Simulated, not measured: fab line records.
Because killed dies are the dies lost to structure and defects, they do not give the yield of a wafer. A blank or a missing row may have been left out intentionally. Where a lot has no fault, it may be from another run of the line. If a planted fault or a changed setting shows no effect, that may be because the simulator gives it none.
Split-lot study :: flow rit cmos :: on a route of 202 steps: 5 lots, 23 wafers read

## ON THE SPLIT
At RIT_ACTIVE_DEVELOP_10 (develop time 50 s), the setting develop time s was moved away from the recipe's 50 s on 9 of the 23 wafers read, by -10.9% to -8.0%. For the rest of the wafers, this setting stayed at what the recipe calls for.

## FROM THE SPLIT TO THE READING: what the file shows between them, 4 steps
- RIT_ACTIVE_CD_MEAS_11: target cd 1400 nm
- RIT_ACTIVE_HARDBAKE_12: time 60 s
- RIT_ACTIVE_ETCH_13: etches Si3N4 in SF6, stops on SiO2, time 210 s, target depth 210 nm
- RIT_ACTIVE_STRIP_14: strips in O2, time 180 s

## THE READING
At RIT_ACTIVE_CD_MEAS_90: cd nm in nanometres, against a target cd of 1400 nm. A value of 1399.6 nm with a standard deviation of 1.9 nm is what fault-free wafers of this fab line usually give.

wafer: L077.1
tool, chamber at the split: litho track-04, 0
develop time s as run, s: 50
against the recipe: recipe
cd nm, nm: 1400.6
against lot-mates on the recipe: -

wafer: L077.2
tool, chamber at the split: litho track-04, 0
develop time s as run, s: 46
against the recipe: -8.0%
cd nm, nm: 1408.7
against lot-mates on the recipe: +8.5

wafer: L077.3
tool, chamber at the split: litho track-04, 0
develop time s as run, s: 50
against the recipe: recipe
cd nm, nm: 1399.9
against lot-mates on the recipe: -

wafer: L077.4
tool, chamber at the split: litho track-04, 0
develop time s as run, s: 46
against the recipe: -8.0%
cd nm, nm: 1407.7
against lot-mates on the recipe: +7.5

wafer: L077.6
tool, chamber at the split: litho track-04, 0
develop time s as run, s: 46
against the recipe: -8.0%
cd nm, nm: 1408.2
against lot-mates on the recipe: +8.0

wafer: L081.2
tool, chamber at the split: litho track-01, 0
develop time s as run, s: 50
against the recipe: recipe
cd nm, nm: 1400.4
against lot-mates on the recipe: -

wafer: L081.3
tool, chamber at the split: litho track-01, 0
develop time s as run, s: 45.03
against the recipe: -9.9%
cd nm, nm: 1410.1
against lot-mates on the recipe: +10.4

wafer: L081.4
tool, chamber at the split: litho track-01, 0
develop time s as run, s: 45.03
against the recipe: -9.9%
cd nm, nm: 1410.4
against lot-mates on the recipe: +10.8

wafer: L081.5
tool, chamber at the split: litho track-01, 0
develop time s as run, s: 50
against the recipe: recipe
cd nm, nm: 1398.9
against lot-mates on the recipe: -

wafer: L081.6
tool, chamber at the split: litho track-01, 0
develop time s as run, s: 45.03
against the recipe: -9.9%
cd nm, nm: 1410.6
against lot-mates on the recipe: +10.9

wafer: L082.1
tool, chamber at the split: litho track-01, 0
develop time s as run, s: 44.56
against the recipe: -10.9%
cd nm, nm: 1411.7
against lot-mates on the recipe: +11.5

wafer: L082.2
tool, chamber at the split: litho track-01, 0
develop time s as run, s: 44.56
against the recipe: -10.9%
cd nm, nm: 1411.7
against lot-mates on the recipe: +11.5

wafer: L082.3
tool, chamber at the split: litho track-01, 0
develop time s as run, s: 44.56
against the recipe: -10.9%
cd nm, nm: 1411.0
against lot-mates on the recipe: +10.8

wafer: L082.4
tool, chamber at the split: litho track-01, 0
develop time s as run, s: 50
against the recipe: recipe
cd nm, nm: 1400.1
against lot-mates on the recipe: -

wafer: L082.5
tool, chamber at the split: litho track-01, 0
develop time s as run, s: 50
against the recipe: recipe
cd nm, nm: 1400.2
against lot-mates on the recipe: -

wafer: L084.1
tool, chamber at the split: litho track-02, 0
develop time s as run, s: 50
against the recipe: recipe
cd nm, nm: 1396.9
against lot-mates on the recipe: -

wafer: L084.2
tool, chamber at the split: litho track-02, 0
develop time s as run, s: 50
against the recipe: recipe
cd nm, nm: 1399.5
against lot-mates on the recipe: -

wafer: L084.3
tool, chamber at the split: litho track-02, 0
develop time s as run, s: 50
against the recipe: recipe
cd nm, nm: 1400.0
against lot-mates on the recipe: -

wafer: L084.5
tool, chamber at the split: litho track-02, 0
develop time s as run, s: 50
against the recipe: recipe
cd nm, nm: 1401.8
against lot-mates on the recipe: -

wafer: L084.6
tool, chamber at the split: litho track-02, 0
develop time s as run, s: 50
against the recipe: recipe
cd nm, nm: 1397.4
against lot-mates on the recipe: -

wafer: L085.1
tool, chamber at the split: litho track-04, 0
develop time s as run, s: 50
against the recipe: recipe
cd nm, nm: 1398.2
against lot-mates on the recipe: -

wafer: L085.2
tool, chamber at the split: litho track-04, 0
develop time s as run, s: 50
against the recipe: recipe
cd nm, nm: 1398.9
against lot-mates on the recipe: -

wafer: L085.4
tool, chamber at the split: litho track-04, 0
develop time s as run, s: 50
against the recipe: recipe
cd nm, nm: 1398.8
against lot-mates on the recipe: -

THE FIT
A straight line over all 23 wafers: cd nm changes by -1.11 nm for each +1% of develop time s; r = -0.98; the points scatter about the line by 1.1 nm.
The same after taking each lot's own level away (the mean of its wafers on the recipe; 23 wafers): -1.04 nm for each +1%; r = -0.98; scatter 0.96 nm.
On that fit, the largest move of develop time s shifts the reading by 11 nm.
From 1398.63 to 1400.25 nm: that is the span of the lots' own levels, equal to 0.9 times the standard deviation above.
So the lot-to-lot level changes the slope little: the two slopes agree.
Check: +11.3 nm against its lot-mates is what the line predicts for one of the wafers moved furthest among these (-10.9%) when that wafer is left out of the fit. It came out at +11.5 nm against them.

## THE WHOLE CHAIN: every reading that the file lists as answering this split, in the file's order
step: RIT_ACTIVE_CD_MEAS_11
what it does: target cd 1400 nm
reading: cd nm
change (the file's fit): -1.05 nm for each +1% of the setting
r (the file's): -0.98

step: RIT_ACTIVE_ETCH_13
what it does: etches Si3N4 in SF6, stops on SiO2, time 210 s, target depth 210 nm
reading: ACTIVE.cd nm (the simulator's own value, which no gauge read)
change (the file's fit): -1.06 nm for each +1% of the setting
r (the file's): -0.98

step: RIT_ACTIVE_CD_MEAS_90
what it does: target cd 1400 nm
reading: cd nm
change (the file's fit): -1.05 nm for each +1% of the setting
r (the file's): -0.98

## THE FILE'S OWN FIT
cd nm changes by -1.05 nm for each +1% of develop time s, r = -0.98.
